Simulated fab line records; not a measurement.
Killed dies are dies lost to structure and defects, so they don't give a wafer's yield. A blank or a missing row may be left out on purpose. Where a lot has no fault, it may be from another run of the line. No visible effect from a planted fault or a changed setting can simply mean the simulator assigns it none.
Struck lot and sound lot, side by side / flow rit-cmos / 21 out of 202 route steps
Sound: these wafers, L609.1, L609.2, L609.3. Wafers struck: L621.3, L621.5, L621.6. Last of all comes the cause.
Order at every step that has rows: each side's tool, ch and its chambers, its first start. Under that, the readings that differ: sound wafers / struck wafers / difference of the means / sigmas: that difference in standard deviations of wafers without a fault.
alike: words and numbers the same on both sides, and readings whose means are apart by under 2 such deviations; not compared: readings that were withheld, readings missing a value for some wafer, numbers with overlapping values and no deviation given by the record, and bounds like >300 which may hide the same value.
The two part at a step that has a row with sigmas, a row that says differs or no value, or rows on one side only. Numbers that have no deviation but don't overlap get no sigmas and don't part them. A reading that every wafer of one side lacks parts them only if that side has two wafers or more.

first, 1 step without rows for these wafers: RIT_SILICIDE_WET_ETCH_00 (etches SiO2 in BOE, target depth 14 nm, time 15 s).
RIT_SILICIDE_SPUTTER_01: material Ti, target thk 30 nm, time 240 s.
  struck on pvd-sputter-04, day 7 07:58; sound on pvd-sputter-02, day 4 19:59
  alike: chamber-pressure-pa, substrate-temp-c, throttle-valve-pct
RIT_SILICIDE_RS_MEAS_02: uses a four-point probe to measure.
  struck on film-metro-02, day 7 08:10; sound on film-metro-04, day 4 20:08
  alike: SILICIDE_TI_RS
RIT_SILICIDE_THK_MEAS_03: measures by xrf.
  struck on film-metro-02, day 7 08:16; sound on film-metro-04, day 4 20:16
reading=SILICIDE_TI_THK (nm); sound=28.9 29.4 29.2; struck=30.1 30.1 30.2; difference=+1.0; sigmas=+2
RIT_SILICIDE_RTA_04: time 10 s, ramp up 5 s, ramp down 5 s.
  sound on rtp-anneal-01 ch 0, day 4 20:19; struck on rtp-anneal-02 ch 0, day 7 08:19
reading=wafer_temp_C_max; sound=651.5 652.2 651.1; struck=657.1 656.3 654.5; difference=+4.4; sigmas=+3
then, 1 step without rows for these wafers: RIT_SILICIDE_WET_ETCH_05 (etches Ti in SPM, time 120 s).
RIT_SILICIDE_RTA_06: time 10 s, ramp up 5 s, ramp down 10 s.
  sound on rtp-anneal-02 ch 0, day 4 20:26; struck on rtp-anneal-01 ch 0, day 7 08:26
  alike: wafer_temp_C_max
RIT_CONTACT_CVD_00: deposits SiO2 from TEOS, target thk 400 nm, time 61 s.
  sound on pecvd-01 ch 0,1,2, day 4 20:30; struck on pecvd-01 ch 1,2, day 7 08:29
  alike: heater-power-w
RIT_CONTACT_THK_MEAS_01:
  struck on film-metro-03, day 7 08:33; sound on film-metro-03, day 4 20:33
  alike: CONTACT_TEOS_THK
then, 3 steps without rows for these wafers: RIT_CONTACT_HMDS_02 (prime time 60 s); RIT_CONTACT_COAT_03 (resist thk 1000 nm); RIT_CONTACT_SOFTBAKE_04 (time 60 s).
RIT_CONTACT_EXPOSE_05: exposes mask M11, target cd 1000 nm.
  sound on iline-stepper-02 ch 0, day 4 21:04; struck on iline-stepper-02 ch 0, day 7 09:05
reading=exposure-dose-mJ-cm2; sound=250.40 250.00 249.78; struck=241.20 241.12 241.55; difference=-8.77; sigmas=-31
  alike: mask
then, 2 steps without rows for these wafers: RIT_CONTACT_PEB_06; RIT_CONTACT_DEVELOP_07 (develop time 120 s).
RIT_CONTACT_CD_MEAS_08: target cd 1000 nm.
  struck on cd-sem-02, day 7 09:35; sound on cd-sem-02, day 4 21:34
reading=cd-nm (nm); sound=997.4 1000.9 999.7; struck=994.7 991.8 992.8; difference=-6.2; sigmas=-3
RIT_CONTACT_OVL_MEAS_09:
  struck on overlay-01, day 7 09:41; sound on overlay-02, day 4 21:41
  alike: CONTACT_OVL
then, 1 step without rows for these wafers: RIT_CONTACT_HARDBAKE_10 (time 60 s).
RIT_CONTACT_ETCH_11: etches SiO2 in CHF3/CF4/Ar, stops on TiSi2, target depth 480 nm, time 320 s.
  sound on rie-diel-03 ch 0,1,2, day 4 21:53; struck on rie-diel-01 ch 0,1,3, day 7 09:52
reading=model.CONTACT.cd-nm (nm); sound=997.4 1001 999.9; struck=994.5 992.1 992.3; difference=-6.5; sigmas=
  alike: O2_flow_sccm, chamber-pressure-mTorr, drypump-motor-current-A, oes-product-au, throttle-valve-pct
  not compared: rf-hours-counter-h
RIT_CONTACT_STRIP_12: strips in O2, time 180 s.
  sound on plasma-asher-01 ch 0,1, day 4 22:04; struck on plasma-asher-02 ch 0,1, day 7 10:07
  alike: chamber-pressure-mTorr, drypump-motor-current-A
  not compared: rf-hours-counter-h
RIT_M1_PROBE_99:
  struck on prober-02, day 7 14:50; sound on prober-02, day 5 02:54
reading=model.etest.contact-to-gate.bv-left-v (V); sound=91.87 91.56 90.93; struck=93.03 93.16 92.42; difference=+1.42; sigmas=
  alike: killed-at-contacts, killed-at-front-end, killed-dies, killed-open, killed-short
  not compared: model.etest.contact-to-gate.bv-right-v

## WHERE THEY PART
At RIT_SILICIDE_THK_MEAS_03 first; at RIT_CONTACT_CD_MEAS_08 last (within this record only). Later steps at which nothing parts them and some readings are alike: RIT_CONTACT_OVL_MEAS_09, RIT_CONTACT_ETCH_11, RIT_CONTACT_STRIP_12, RIT_M1_PROBE_99.

WHY: what had been put in by the simulator
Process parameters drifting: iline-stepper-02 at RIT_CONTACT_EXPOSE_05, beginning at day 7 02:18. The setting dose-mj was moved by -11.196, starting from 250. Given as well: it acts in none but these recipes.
